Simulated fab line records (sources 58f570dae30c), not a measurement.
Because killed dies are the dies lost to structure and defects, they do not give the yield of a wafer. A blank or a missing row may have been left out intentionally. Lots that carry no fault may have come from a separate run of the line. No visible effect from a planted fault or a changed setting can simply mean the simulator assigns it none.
One fault seen from 2 desks | flow berkeleyCmos170 | numbers are kept per desk, each desk with only its own; the story behind them comes last

== THE TOOL OWNER'S DESK: krfScanner-02 ==
The tool's own readings at UCB170_PVT_EXPOSE_03 (exposes mask NWELL, target cd 3000 nm): means of the sampled wafers that have a number, for each lot that ran on this tool. The brackets show how far a lot's mean lies from the usual mean; more than 4 standard deviations puts the lot out of limits, marked OUT.
Columns: A = reticleTempC at UCB170_PVT_EXPOSE_03, usual 23.00 C
lot  | first seen here | A
L111 | day 5 14:34     | 22.96
L112 | day 5 14:44     | 23.05
L113 | day 5 21:41     | 22.92
L114 | day 6 02:10     | 22.96
L116 | day 6 12:46     | 23.13
L115 | day 6 13:11     | 22.93
L117 | day 6 18:12     | 23.05
Result from this desk: across the 7 lots, nothing is out of limits.

== AT THE METROLOGY DESK ==
What the gauges read, lot by lot, whatever tool the lot ran on: means of the sampled wafers that have a number. The brackets show how far a lot's mean lies from the usual mean; more than 4 standard deviations puts the lot out of limits, marked OUT.
Columns: A = PVT_OVL at UCB170_PVT_OVL_MEAS_06, usual -5 nm
lot  | first seen here | A
L111 | day 5 15:13     | -6
L112 | day 5 15:19     | -10
L113 | day 5 22:05     | 1
L114 | day 6 02:34     | 912 (+99 or more) OUT
L116 | day 6 13:45     | 907 (+99 or more) OUT
L115 | day 6 14:17     | 914 (+99 or more) OUT
L117 | day 6 18:35     | 907 (+99 or more) OUT
L131 | day 9 20:58     | -8
L130 | day 9 21:05     | -13
L132 | day 10 01:44    | -4
Per this desk, out of limits: L114, L115, L116, L117; the first was L114, day 6 02:34 (PVT_OVL at UCB170_PVT_OVL_MEAS_06). L111, L112, L113, L131, L130, L132 stayed within limits.

== TAKEN TOGETHER ==
Metrology desk: alarm possible at day 6 02:34 on L114, L115, L116, L117.
The tool owner's desk saw nothing out of limits.
The tool owner's desk has L114, L115, L116, L117 on record, within its limits.
UCB170_PVT_EXPOSE_03 was run on krfScanner-02 by each of the lots named.

== WHAT THE SIMULATOR HAD INSERTED ==
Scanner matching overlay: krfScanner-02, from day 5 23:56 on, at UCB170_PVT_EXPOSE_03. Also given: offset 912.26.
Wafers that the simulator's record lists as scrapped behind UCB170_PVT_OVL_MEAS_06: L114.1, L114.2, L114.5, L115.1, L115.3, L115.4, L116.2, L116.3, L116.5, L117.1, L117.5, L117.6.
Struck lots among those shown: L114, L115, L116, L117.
Per desk, hours elapsed from the start of the fault to the first reading out of limits: for the metrology desk, 3.
